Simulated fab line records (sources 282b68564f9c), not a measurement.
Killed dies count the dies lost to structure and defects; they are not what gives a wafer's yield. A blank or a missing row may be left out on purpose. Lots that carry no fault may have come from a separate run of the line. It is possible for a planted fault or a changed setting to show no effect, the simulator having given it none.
Which of the tools did it?	flow rit cmos	13 lots, 39 wafers sampled, at 5 steps of a route of 202

## WHAT EACH GAUGE READ, for each wafer
RIT_CONTACT_CD_MEAS_08: target cd 1000 nm. Usual: cd nm 999.4 nm, standard deviation 2.2.
lot	measured	on	cd nm (nm)	flag
L576	day 3 08:04	cd sem-02	995.9 998.1 994.6	
L577	day 3 10:44	cd sem-01	998.9 1001.0 998.9	
L578	day 3 19:53	cd sem-01	997.5 998.2 999.1	
L579	day 3 22:49	cd sem-01	1002.3 1001.7 999.6	
L580	day 4 02:38	cd sem-02	1000.2 1002.1 999.6	
L581	day 4 06:45	cd sem-02	1001.5 1000.4 1000.4	
L583	day 4 15:12	cd sem-01	999.3 995.5 996.8	
L585	day 5 07:54	cd sem-01	998.6 1001.1 999.3	
L586	day 5 10:43	cd sem-01	1000.5 1000.2 999.9	
L587	day 5 13:01	cd sem-02	1001.6 1000.7 1002.1	
L588	day 5 20:29	cd sem-01	997.2 998.7 1000.3	
L592	day 6 15:29	cd sem-01	1007.4 1016.0 1028.6	OFF
L599	day 8 05:10	cd sem-02	998.5 998.3 997.1	

RIT_M1_BOW_MEAS_16. Usual: M1_BOW typically reads 17 um, with standard deviation 6.1.
lot	measured	on	M1_BOW (um)	flag
L576	day 3 13:25	film metro-02	17 16 11	
L577	day 3 15:48	film metro-01	22 24 17	
L578	day 4 01:21	film metro-02	19 21 22	
L579	day 4 03:55	film metro-02	8 28 11	
L580	day 4 07:40	film metro-04	23 33 11	
L581	day 4 12:20	film metro-02	19 28 18	
L583	day 4 20:26	film metro-01	24 17 22	
L585	day 5 13:16	film metro-02	19 19 19	
L586	day 5 16:10	film metro-01	25 11 7	
L587	day 5 18:29	film metro-01	13 13 6	
L588	day 6 01:41	film metro-02	17 15 16	
L592	day 6 20:37	film metro-02	16 26 23	
L599	day 8 10:28	film metro-04	25 21 21	

## EACH LOT AND THE TOOL THAT RAN IT (in order: tool; ch and the chambers of the sampled wafers; start)
lot	RIT_NRETRO_STRIP_09	RIT_SILICIDE_RTA_06	RIT_CONTACT_EXPOSE_05
L576	plasma asher-01 ch 0,1, day 2 07:19	rtp anneal-02 ch 0, day 3 06:48	iline stepper-01 ch 0, day 3 07:33
L577	plasma asher-01 ch 0,1, day 2 12:06	rtp anneal-01 ch 0, day 3 09:27	iline stepper-01 ch 0, day 3 10:05
L578	plasma asher-04 ch 0,1, day 2 18:38	rtp anneal-02 ch 0, day 3 18:43	iline stepper-01 ch 0, day 3 19:22
L579	plasma asher-01 ch 0,1, day 2 22:27	rtp anneal-01 ch 0, day 3 21:35	iline stepper-01 ch 0, day 3 22:17
L580	plasma asher-03 ch 0,1, day 3 03:22	rtp anneal-02 ch 0, day 4 01:22	iline stepper-01 ch 0, day 4 01:59
L581	plasma asher-03 ch 0,1, day 3 07:30	rtp anneal-01 ch 0, day 4 05:29	iline stepper-01 ch 0, day 4 06:07
L583	plasma asher-04 ch 1, day 3 17:39	rtp anneal-01 ch 0, day 4 14:03	iline stepper-02 ch 0, day 4 14:41
L585	plasma asher-01 ch 0,1, day 4 07:42	rtp anneal-01 ch 0, day 5 06:31	iline stepper-02 ch 0, day 5 07:16
L586	plasma asher-01 ch 0,1, day 4 10:59	rtp anneal-02 ch 0, day 5 09:33	iline stepper-02 ch 0, day 5 10:12
L587	plasma asher-01 ch 0,1, day 4 13:25	rtp anneal-01 ch 0, day 5 11:41	iline stepper-01 ch 0, day 5 12:31
L588	plasma asher-03 ch 0,1, day 4 19:02	rtp anneal-02 ch 0, day 5 19:14	iline stepper-01 ch 0, day 5 19:59
L592	plasma asher-04 ch 0,1, day 5 15:19	rtp anneal-02 ch 0, day 6 14:20	iline stepper-01 ch 0, day 6 14:58
L599	plasma asher-04 ch 1, day 7 03:13	rtp anneal-01 ch 0, day 8 03:53	iline stepper-02 ch 0, day 8 04:39
- RIT_NRETRO_STRIP_09: strips in O2, time 180 s.
- RIT_SILICIDE_RTA_06: time 10 s, ramp up 5 s, ramp down 10 s.
- RIT_CONTACT_EXPOSE_05: exposes mask M11, target cd 1000 nm.

## AS READ BY THE TOOLS THEMSELVES (means over the sampled wafers that have a number; for cases with no such wafer, the mark the record gives instead)
RIT_NRETRO_STRIP_09. Usual: drypump motor current A 5.6 A, standard deviation 0.45.
lot	tool	drypump motor current A (A)	flag
L576	plasma asher-01	5.8	
L577	plasma asher-01	5.4	
L578	plasma asher-04	5.5	
L579	plasma asher-01	5.8	
L580	plasma asher-03	5.3	
L581	plasma asher-03	5.3	
L583	plasma asher-04	6.0	
L585	plasma asher-01	5.4	
L586	plasma asher-01	5.8	
L587	plasma asher-01	5.8	
L588	plasma asher-03	5.3	
L592	plasma asher-04	5.8	
L599	plasma asher-04	6.0	

RIT_SILICIDE_RTA_06. Usual: anneal temp c max 753.6, standard deviation 1.7; wafer_temp_C_max 753.3, standard deviation 0.79.
lot	tool	anneal temp c max	wafer_temp_C_max	flag
L576	rtp anneal-02	755.6	753.2	
L577	rtp anneal-01	751.5	753.4	
L578	rtp anneal-02	755.3	752.4	
L579	rtp anneal-01	752.5	753.9	
L580	rtp anneal-02	755.1	752.6	
L581	rtp anneal-01	752.6	753.7	
L583	rtp anneal-01	751.7	754.1	
L585	rtp anneal-01	751.3	753.5	
L586	rtp anneal-02	755.0	753.3	
L587	rtp anneal-01	751.9	753.7	
L588	rtp anneal-02	754.8	753.0	
L592	rtp anneal-02	755.8	752.9	
L599	rtp anneal-01	752.2	753.2	

RIT_CONTACT_EXPOSE_05. Usual: exposure dose mJ cm2 249.82, standard deviation 0.22.
lot	tool	exposure dose mJ cm2	flag
L576	iline stepper-01	249.66	
L577	iline stepper-01	249.50	
L578	iline stepper-01	249.61	
L579	iline stepper-01	250.04	
L580	iline stepper-01	249.84	
L581	iline stepper-01	249.84	
L583	iline stepper-02	250.05	
L585	iline stepper-02	249.93	
L586	iline stepper-02	249.69	
L587	iline stepper-01	249.48	
L588	iline stepper-01	250.03	
L592	iline stepper-01	246.97	OFF
L599	iline stepper-02	249.96	

## THE ANSWER, worked out from the rows above alone
Rule: take the mean of a lot's wafers that have a number; if it is more than 3 standard deviations from the usual mean, the lot is off. A lot without any number at a reading at which 4 lots or more have one is off too. The other lots that the step has rows for count as sound. Order of review: gauges by route order, followed by the tools' own readings, for which a lot's mean as printed above is used. The first step at which some lot is off is used, and at that step the reading that is off furthest; a lot without a number counts as furthest.
Off at RIT_CONTACT_CD_MEAS_08 (cd nm): L592.
A tool fits if, at a process step before that reading, it ran every lot that is off, and no sound lot after the first of them. Not tried: the gauges at RIT_CONTACT_CD_MEAS_08; whatever is off there is also off at RIT_CONTACT_EXPOSE_05, on other tools, and gauge error can't account for it. 2 tools fit, rtp anneal-02 at RIT_SILICIDE_RTA_06 and iline stepper-01 at RIT_CONTACT_EXPOSE_05, so this cannot tell which one it is.

## WHAT THE SIMULATOR HAD INSERTED
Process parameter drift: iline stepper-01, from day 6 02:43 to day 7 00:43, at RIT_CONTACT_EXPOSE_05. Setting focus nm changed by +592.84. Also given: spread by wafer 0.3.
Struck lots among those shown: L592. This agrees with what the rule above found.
